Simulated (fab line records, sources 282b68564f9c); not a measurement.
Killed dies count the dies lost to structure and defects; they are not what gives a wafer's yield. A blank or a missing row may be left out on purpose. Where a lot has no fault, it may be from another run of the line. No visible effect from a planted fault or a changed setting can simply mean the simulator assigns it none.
fab line records	flow rit-cmos
record: lots: 5	wafers: 23
route steps=202 shown SPACER@128 NSD@139 PSD@149 CONTACT@171
start-h: hours from the record's first day to the start of the lot's first wafer shown	wait-h: hours elapsed since this lot's preceding step	" unchanged from the row above	L1.1+2: one row covering several wafers at once	- value missing, or start not given	* or withheld: withheld	< > ~ a bound
route shown NAME@n: a module of which the file shows steps, and the number in the route of the first	usual: mean/standard deviation of fault-free wafers	same: alike in all rows	chamber/n: place in a boat	sites: per-site readings	_std_site: their standard deviation	_edge_site: the outer-site mean with the inner-site mean subtracted	radius-mm: for every site, how far away it sits from the centre of the wafer	mask NAME#n: copy n	behind: tool/chamber where the wafer was last shaped	hold: why the lot went on hold/how many hours it stayed there/how the hold came to an end	device: transistor that didn't switch, given as n, p or np	end of line: tests of these same wafers at the route's end	step lacking rows: just its recipe	killed: dies lost to structure and defects at the first sort, not the wafer's yield	map: a wafer's dies, marking killed ones x, the rest . and places with no die _
set.NAME: the run value of the setting; set.NAME@STEP: its run value at that earlier step	model.NAME: the simulator's own value behind a step, which no gauge read
lots whose settings were changed on purpose; a table a step, a row a wafer
== steps ==
step: RIT_SPACER_CVD_03
recipe: material: Si3N4	target-thk-nm: 250	temp-c: 810	precursor: SiH2Cl2/NH3	time-s: 3300	pressure-mtorr: 300	sih2cl2-flow-sccm: 60	nh3-flow-sccm: 150
lot.wafer	tool	chamber	start-h	wait-h	set.time-s	model.Si3N4_of_SPACER_CVD_03.thk-nm
L077.1	-	-	-	0.0	3300	251.5
L077.2	"	-	"	"	3300	251.2
L077.4	"	-	"	"	3300	249.7
L077.5	"	-	"	"	3300	251.6
L077.6	"	-	"	"	3300	250.7
L078.1	-	-	-	0.0	3704	277.6
L078.2	"	-	"	"	3704	277
L078.4	"	-	"	"	3704	277.3
L078.5	"	-	"	"	3704	274.3
L078.6	"	-	"	"	3704	276.1
L079.1+5	-	-	-	1.5	3300	254.6
L079.2	"	-	"	"	3300	254.7
L079.3	"	-	"	"	3300	253.9
L079.6	"	-	"	"	3300	255.1
L084.1	-	-	-	0.0	3488	264.3
L084.2+3	"	-	"	"	3488	265.6
L084.4	"	-	"	"	3488	264.9
L084.6	"	-	"	"	3488	265.4
L085.3	lpcvd-01	1	125.08	0.0	3300	248.6
L085.4	"	1	"	"	3300	247.9
L085.5	"	1	"	"	3300	249.4
step: RIT_SPACER_THK_MEAS_04
recipe: reads: Si3N4_of_SPACER_CVD_03
usual: SPACER_NITRIDE_THK: 249.4/2.9
lot.wafer	tool	chamber	start-h	wait-h	set.time-s@SPACER_CVD_03	SPACER_NITRIDE_THK[nm]
L077.1	film-metro-03	-	-	-	3300	251.5
L077.2	"	-	"	"	3300	251.2
L077.4	"	-	"	"	3300	249.7
L077.5	"	-	"	"	3300	251.6
L077.6	"	-	"	"	3300	250.7
L078.1	film-metro-04	-	-	-	3704	277.6
L078.2	"	-	"	"	3704	277.0
L078.4	"	-	"	"	3704	277.3
L078.5	"	-	"	"	3704	274.1
L078.6	"	-	"	"	3704	276.1
L079.1	film-metro-03	-	-	-	3300	254.6
L079.2	"	-	"	"	3300	254.5
L079.3	"	-	"	"	3300	253.6
L079.5	"	-	"	"	3300	254.7
L079.6	"	-	"	"	3300	255.1
L084.1	film-metro-01	-	-	-	3488	264.4
L084.2	"	-	"	"	3488	265.5
L084.3	"	-	"	"	3488	265.6
L084.4	"	-	"	"	3488	265.0
L084.6	"	-	"	"	3488	265.5
L085.3	film-metro-04	-	127.02	0.0	3300	248.6
L085.4	"	-	"	"	3300	247.9
L085.5	"	-	"	"	3300	249.5
step: RIT_SPACER_ETCHBACK_05
recipe: target-depth-a: 2500	SF6_flow_sccm: 30	CHF3_flow_sccm: 30	target: Si3N4	chemistry: SF6/CHF3	pressure-mtorr: 40	rf-w: 250	time-s: 240	stop-on: SiO2
lot.wafer	tool	chamber	start-h	wait-h	set.time-s@SPACER_CVD_03	model.etch.depth-nm	model.Si3N4_of_SPACER_CVD_03.thk-nm
L077.1	rie-diel-02	3	87.92	0.1	3300	251.5	196.1
L077.2	"	0	"	"	3300	251.2	196.6
L077.4	"	1	"	"	3300	249.7	196.9
L077.5	"	0	"	"	3300	251.6	197.1
L077.6	"	3	"	"	3300	250.7	195.8
L078.1	rie-diel-02	2	97.32	0.1	3704	277.6	218.1
L078.2	"	3	"	"	3704	277	216.8
L078.4	"	1	"	"	3704	277.3	219.7
L078.5	"	2	"	"	3704	274.3	215.3
L078.6	"	3	"	"	3704	276.1	216.2
L079.1	rie-diel-04	1	107.10	0.1	3300	254.6	200.1
L079.2	"	2	"	"	3300	254.7	199.6
L079.3	"	0	"	"	3300	253.9	199
L079.5	"	3	"	"	3300	254.6	199
L079.6	"	2	"	"	3300	255.1	200
L084.1	rie-diel-01	0	122.25	0.1	3488	264.3	206.4
L084.2	"	2	"	"	3488	265.6	208.6
L084.3	"	1	"	"	3488	265.6	208.2
L084.4	"	3	"	"	3488	264.9	208.5
L084.6	"	3	"	"	3488	265.4	209.1
L085.3	rie-diel-01	1	127.06	0.0	3300	248.6	194.4
L085.4	"	0	"	"	3300	247.9	193.6
L085.5	"	2	"	"	3300	249.4	195
step: RIT_NSD_IMPLANT_08
recipe: species: P	energy-kev: 25	dose-cm2: 1e+15	tilt-deg: 7
lot.wafer	tool	chamber	start-h	wait-h	set.energy-kev	model.implant.rp-nm	model.implant.drp-nm
L077.1+2+4+5+6	implanter-03	0	89.24	0.1	25	32.1	14.84
L078.1+6	implanter-03	0	98.64	0.1	26.05	34.19	15.21
L078.2+4+5	"	0	"	"	25	33.25	14.84
L079.1+2+3+5+6	implanter-01	0	108.52	0.1	25	31.82	14.84
L084.1+2+4	implanter-03	0	123.62	0.1	25	31.79	14.84
L084.3+6	"	0	"	"	25.72	32.41	15.09
L085.3+4+5	implanter-03	0	128.71	0.1	25	31.62	14.84
step: RIT_PSD_HARDBAKE_07
recipe: resist: NOVOLAK	temp-c: 140	time-s: 60
lot.wafer	tool	chamber	start-h	wait-h	set.temp-c	model.NOVOLAK_of_PSD_COAT_01.thk-nm
L077.1	litho-track-01	0	90.68	0.0	136	890.6
L077.2	"	0	"	"	140	885.2
L077.4	"	0	"	"	136	893.4
L077.5	"	0	"	"	136	889.5
L077.6	"	0	"	"	140	882.6
L078.1	litho-track-01	0	100.05	0.0	140	886.8
L078.2	"	0	"	"	140	888.1
L078.4	"	0	"	"	135.8	891.9
L078.5	"	0	"	"	135.8	894.9
L078.6	"	0	"	"	140	887.2
L079.1	litho-track-04	0	109.86	0.0	140	884.1
L079.2	"	0	"	"	141.9	881.2
L079.3	"	0	"	"	141.9	879.9
L079.5	"	0	"	"	141.9	880.5
L079.6	"	0	"	"	140	885.2
L084.1	litho-track-03	0	125.41	0.3	140	883.2
L084.2	"	0	"	"	140	882.9
L084.3+6	"	0	"	"	140	882.3
L084.4	"	0	"	"	140	885.3
L085.3	litho-track-04	0	130.29	0.2	140	884.6
L085.4	"	0	"	"	140	885.6
L085.5	"	0	"	"	140	883.5
step: RIT_CONTACT_COAT_03
recipe: resist: NOVOLAK	spin-rpm: 3250	resist-thk-nm: 1000
lot.wafer	tool	chamber	start-h	wait-h	set.resist-thk-nm	model.NOVOLAK_of_CONTACT_COAT_03.thk-nm
L077.1	litho-track-02	0	92.90	0.1	1000	998.7
L077.2	"	0	"	"	1000	995.4
L077.4	"	0	"	"	1000	993.2
L077.5	"	0	"	"	1000	994.1
L077.6	"	0	"	"	1000	994.4
L078.1+2	litho-track-03	0	102.45	0.1	1059	1061
L078.4	"	0	"	"	1000	1008
L078.5	"	0	"	"	1059	1062
L078.6	"	0	"	"	1000	1002
L079.1	litho-track-02	0	112.08	0.1	982.2	981.6
L079.2	"	0	"	"	1000	999
L079.3	"	0	"	"	982.2	980.9
L079.5	"	0	"	"	1000	1000
L079.6	"	0	"	"	982.2	984.6
L084.1	litho-track-01	0	127.63	0.1	1000	1004
L084.2	"	0	"	"	1051	1053
L084.3	"	0	"	"	1000	1005
L084.4	"	0	"	"	1051	1058
L084.6	"	0	"	"	1000	1002
L085.3	litho-track-03	0	132.78	0.1	1000	994.8
L085.4	"	0	"	"	1000	996.8
L085.5	"	0	"	"	1000	998.1
step: RIT_CONTACT_DEVELOP_07
recipe: resist: NOVOLAK	develop-time-s: 120	dev-temp-c: 23
lot.wafer	tool	chamber	start-h	wait-h	set.develop-time-s
L077.1+2+4+5+6	litho-track-01	0	-	-	120
L078.1+4+6	litho-track-02	0	-	-	120
L078.2+5	"	0	"	"	110.3
L079.1+2+3+5+6	litho-track-02	0	-	-	120
L084.1+2	litho-track-03	0	-	-	120
L084.3+4+6	"	0	"	"	124.5
L085.3+4+5	litho-track-03	0	-	-	120
step: RIT_CONTACT_CD_MEAS_08
recipe: target-cd-nm: 1000
usual: cd-nm: 999.7/2.4
lot.wafer	tool	chamber	start-h	wait-h	set.resist-thk-nm@CONTACT_COAT_03	set.develop-time-s@CONTACT_DEVELOP_07	cd-nm
L077.1	cd-sem-02	-	93.84	-	1000	120	999.5
L077.2	"	-	"	"	1000	120	1000.4
L077.4	"	-	"	"	1000	120	999.5
L077.5	"	-	"	"	1000	120	1000.5
L077.6	"	-	"	"	1000	120	1001.1
L078.1	cd-sem-01	-	103.39	-	1059	120	993.7
L078.2	"	-	"	"	1059	110.3	984.6
L078.4	"	-	"	"	1000	120	1001.1
L078.5	"	-	"	"	1059	110.3	985.9
L078.6	"	-	"	"	1000	120	999.4
L079.1	cd-sem-01	-	113.03	-	982.2	120	1000.9
L079.2	"	-	"	"	1000	120	998.7
L079.3	"	-	"	"	982.2	120	999.7
L079.5	"	-	"	"	1000	120	998.0
L079.6	"	-	"	"	982.2	120	1000.3
L084.1	cd-sem-02	-	128.51	-	1000	120	1003.2
L084.2	"	-	"	"	1051	120	997.1
L084.3	"	-	"	"	1000	124.5	1004.5
L084.4	"	-	"	"	1051	124.5	1000.5
L084.6	"	-	"	"	1000	124.5	1007.0
L085.3	cd-sem-02	-	133.72	-	1000	120	999.1
L085.4	"	-	"	"	1000	120	998.9
L085.5	"	-	"	"	1000	120	999.5
step: RIT_CONTACT_HARDBAKE_10
recipe: resist: NOVOLAK	temp-c: 140	time-s: 60
lot.wafer	tool	chamber	start-h	wait-h	set.resist-thk-nm@CONTACT_COAT_03	model.NOVOLAK_of_CONTACT_COAT_03.thk-nm
L077.1	litho-track-03	0	94.00	0.0	1000	882.2
L077.2	"	0	"	"	1000	879.2
L077.4	"	0	"	"	1000	877.3
L077.5	"	0	"	"	1000	878.2
L077.6	"	0	"	"	1000	878.5
L078.1	litho-track-02	0	103.54	0.0	1059	936.9
L078.2	"	0	"	"	1059	936.5
L078.4	"	0	"	"	1000	889.9
L078.5	"	0	"	"	1059	938
L078.6	"	0	"	"	1000	884.7
L079.1	litho-track-03	0	113.21	0.1	982.2	867.2
L079.2	"	0	"	"	1000	882.4
L079.3	"	0	"	"	982.2	866.5
L079.5	"	0	"	"	1000	883.6
L079.6	"	0	"	"	982.2	869.8
L084.1	litho-track-02	0	128.66	0.0	1000	887.2
L084.2	"	0	"	"	1051	929.6
L084.3	"	0	"	"	1000	888
L084.4	"	0	"	"	1051	933.9
L084.6	"	0	"	"	1000	885.4
L085.3	litho-track-01	0	134.12	0.3	1000	878.7
L085.4	"	0	"	"	1000	880.5
L085.5	"	0	"	"	1000	881.6
step: RIT_CONTACT_ETCH_11
recipe: target-depth-a: 4800	over-etch-frac: 0.2	stop-on: TiSi2	chemistry: CHF3/CF4/Ar	target: SiO2	CHF3_flow_sccm: 50	cf4-flow-sccm: 10	Ar_flow_sccm: 100	O2_flow_sccm: 5	pressure-mtorr: 100	rf-w: 200	time-s: 320
lot.wafer	tool	chamber	start-h	wait-h	set.resist-thk-nm@CONTACT_COAT_03	set.develop-time-s@CONTACT_DEVELOP_07	model.NOVOLAK_of_CONTACT_COAT_03.thk-nm	model.CONTACT.cd-nm
L077.1	rie-diel-03	1	94.15	0.1	1000	120	772	999.8
L077.2	"	3	"	"	1000	120	766.9	1000
L077.4	"	0	"	"	1000	120	765.7	999.7
L077.5	"	1	"	"	1000	120	767.7	1000
L077.6	"	0	"	"	1000	120	767.7	1001
L078.1	rie-diel-03	2	103.69	0.1	1059	120	819.9	994.3
L078.2	"	1	"	"	1059	110.3	825.6	984.6
L078.4	"	0	"	"	1000	120	779.1	1001
L078.5	"	0	"	"	1059	110.3	826.7	986.4
L078.6	"	1	"	"	1000	120	773.8	999.6
L079.1	rie-diel-03	1	113.36	0.1	982.2	120	757.3	1000
L079.2	"	2	"	"	1000	120	767.7	999.1
L079.3	"	3	"	"	982.2	120	755.2	999.3
L079.5	"	2	"	"	1000	120	768.1	998.3
L079.6	"	3	"	"	982.2	120	758.7	999.7
L084.1	rie-diel-03	2	128.81	0.1	1000	120	771.1	1003
L084.2	"	1	"	"	1051	120	820.1	997.1
L084.3	"	3	"	"	1000	124.5	775	1004
L084.4	"	3	"	"	1051	124.5	820.1	1000
L084.6	"	2	"	"	1000	124.5	769.7	1007
L085.3	rie-diel-02	2	134.22	0.1	1000	120	764.2	998.6
L085.4	"	1	"	"	1000	120	771.3	999.1
L085.5	"	1	"	"	1000	120	772	999.4
step: RIT_CONTACT_STRIP_12
recipe: chemistry: O2	time-s: 180	resist: NOVOLAK	platen-temp-c: withheld	power-w: 500	pressure-mtorr: 4000	o2-flow-sccm: 4000
step: RIT_CONTACT_CD_MEAS_90
recipe: target-cd-nm: 1000
usual: cd-nm: 999.6/2.4
lot.wafer	tool	chamber	start-h	wait-h	set.resist-thk-nm@CONTACT_COAT_03	set.develop-time-s@CONTACT_DEVELOP_07	cd-nm
L077.1	cd-sem-01	-	94.52	0.1	1000	120	999.7
L077.2	"	-	"	"	1000	120	999.8
L077.4	"	-	"	"	1000	120	999.9
L077.5	"	-	"	"	1000	120	1000.3
L077.6	"	-	"	"	1000	120	1001.2
L078.1	cd-sem-01	-	104.06	0.1	1059	120	994.6
L078.2	"	-	"	"	1059	110.3	984.5
L078.4	"	-	"	"	1000	120	1001.5
L078.5	"	-	"	"	1059	110.3	986.4
L078.6	"	-	"	"	1000	120	999.5
L079.1	cd-sem-02	-	113.73	0.1	982.2	120	999.9
L079.2	"	-	"	"	1000	120	999.4
L079.3	"	-	"	"	982.2	120	999.1
L079.5	"	-	"	"	1000	120	998.8
L079.6	"	-	"	"	982.2	120	999.6
L084.1	cd-sem-02	-	129.18	0.1	1000	120	1002.6
L084.2	"	-	"	"	1051	120	997.1
L084.3	"	-	"	"	1000	124.5	1004.3
L084.4	"	-	"	"	1051	124.5	1000.1
L084.6	"	-	"	"	1000	124.5	1006.8
L085.3	cd-sem-01	-	134.63	0.1	1000	120	998.6
L085.4	"	-	"	"	1000	120	999.1
L085.5	"	-	"	"	1000	120	999.6
== key ==
split: step: RIT_SPACER_CVD_03	setting: time-s	stated: 3300	by: lot
response: step: RIT_SPACER_CVD_03	reading: model.Si3N4_of_SPACER_CVD_03.thk-nm	change: +2.04	per: 1%	r: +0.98
response: step: RIT_SPACER_THK_MEAS_04	reading: SPACER_NITRIDE_THK	change: +2.04	per: 1%	r: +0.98
response: step: RIT_SPACER_ETCHBACK_05	reading: model.etch.depth-nm	change: +2.04	per: 1%	r: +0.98
response: step: RIT_SPACER_ETCHBACK_05	reading: model.Si3N4_of_SPACER_CVD_03.thk-nm	change: +1.67	per: 1%	r: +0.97
split: step: RIT_NSD_IMPLANT_08	setting: energy-kev	stated: 25	by: wafer
response: step: RIT_NSD_IMPLANT_08	reading: model.implant.rp-nm	change: +0.22	per: 1%	r: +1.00
response: step: RIT_NSD_IMPLANT_08	reading: model.implant.drp-nm	change: +0.0889	per: 1%	r: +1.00
split: step: RIT_PSD_HARDBAKE_07	setting: temp-c	stated: 140	by: wafer
response: step: RIT_PSD_HARDBAKE_07	reading: model.NOVOLAK_of_PSD_COAT_01.thk-nm	change: -2.34	per: 1%	r: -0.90
split: step: RIT_CONTACT_COAT_03	setting: resist-thk-nm	stated: 1000	by: wafer
response: step: RIT_CONTACT_COAT_03	reading: model.NOVOLAK_of_CONTACT_COAT_03.thk-nm	change: +9.82	per: 1%	r: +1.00
response: step: RIT_CONTACT_HARDBAKE_10	reading: model.NOVOLAK_of_CONTACT_COAT_03.thk-nm	change: +8.59	per: 1%	r: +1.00
response: step: RIT_CONTACT_ETCH_11	reading: model.NOVOLAK_of_CONTACT_COAT_03.thk-nm	change: +8.53	per: 1%	r: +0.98
response: step: RIT_CONTACT_CD_MEAS_08	reading: cd-nm	slope: -1.12	per: 1%	together-with: develop-time-s@CONTACT_DEVELOP_07	explained: 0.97
response: step: RIT_CONTACT_ETCH_11	reading: model.CONTACT.cd-nm	slope: -1.06	per: 1%	together-with: develop-time-s@CONTACT_DEVELOP_07	explained: 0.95
response: step: RIT_CONTACT_CD_MEAS_90	reading: cd-nm	slope: -1.01	per: 1%	together-with: develop-time-s@CONTACT_DEVELOP_07	explained: 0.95
split: step: RIT_CONTACT_DEVELOP_07	setting: develop-time-s	stated: 120	by: wafer
response: step: RIT_CONTACT_ETCH_11	reading: model.CONTACT.cd-nm	change: +1.5	per: 1%	r: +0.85
response: step: RIT_CONTACT_CD_MEAS_90	reading: cd-nm	change: +1.51	per: 1%	r: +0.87
response: step: RIT_CONTACT_CD_MEAS_08	reading: cd-nm	slope: +0.994	per: 1%	together-with: resist-thk-nm@CONTACT_COAT_03	explained: 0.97
